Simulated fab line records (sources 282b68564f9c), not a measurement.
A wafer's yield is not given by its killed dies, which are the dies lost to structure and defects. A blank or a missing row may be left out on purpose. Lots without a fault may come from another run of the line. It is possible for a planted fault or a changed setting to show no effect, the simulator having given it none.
Matching of chambers || flow rit_cmos || rie_si-01 running RIT_GATE_ETCH_19: 4 sister chambers
The step etches poly-Si in SF6/CHF3/O2, stops on SiO2, time 165 s, target depth 312.5 nm. 4 wafers are shown with their chamber, then 6 later ones without.

== WAFERS, EACH WITH ITS CHAMBER ==
{"wafer": "L429.3", "chamber": 2, "drypump_motor_current_A (A)": 5.8}
{"wafer": "L429.4", "chamber": 1, "drypump_motor_current_A (A)": 5.2}
{"wafer": "L431.1", "chamber": 0, "drypump_motor_current_A (A)": 5.4}
{"wafer": "L431.2", "chamber": 3, "drypump_motor_current_A (A)": 6.7}

== WAFERS MISSING THEIR CHAMBER ==
{"wafer": "L431.5", "drypump_motor_current_A (A)": 5.8}
{"wafer": "L433.3", "drypump_motor_current_A (A)": 5.2}
{"wafer": "L433.4", "drypump_motor_current_A (A)": 6.6}
{"wafer": "L433.5", "drypump_motor_current_A (A)": 5.3}
{"wafer": "L437.5", "drypump_motor_current_A (A)": 5.2}
{"wafer": "L437.6", "drypump_motor_current_A (A)": 5.4}

== CHAMBER TAKEN BY EACH ==
{"wafer": "L431.5", "from the rows above": 2, "in truth": 2}
{"wafer": "L433.3", "from the rows above": 1, "in truth": 1}
{"wafer": "L433.4", "from the rows above": 3, "in truth": 3}
{"wafer": "L433.5", "from the rows above": "can't be placed: 1 or 0", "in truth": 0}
{"wafer": "L437.5", "from the rows above": 1, "in truth": 1}
{"wafer": "L437.6", "from the rows above": 0, "in truth": 0}
Placed correctly: 5 of 6. Not placeable from these rows: 1 (in 1, the candidates include the true chamber). Wrongly placed: 0.
How it was worked out, from the rows above alone: a wafer's distance from a chamber is the root of the sum, over the readings, of the square of ((its reading less the chamber's mean) divided by the reading's scatter). If the next closest chamber is less than 2 further off than the closest, the wafer can't be placed; otherwise it belongs to the closest. Each chamber's mean is taken over the wafers shown for it. The scatter: root of mean squared gap, hidden wafer to nearest shown wafer, with one shown wafer a chamber.
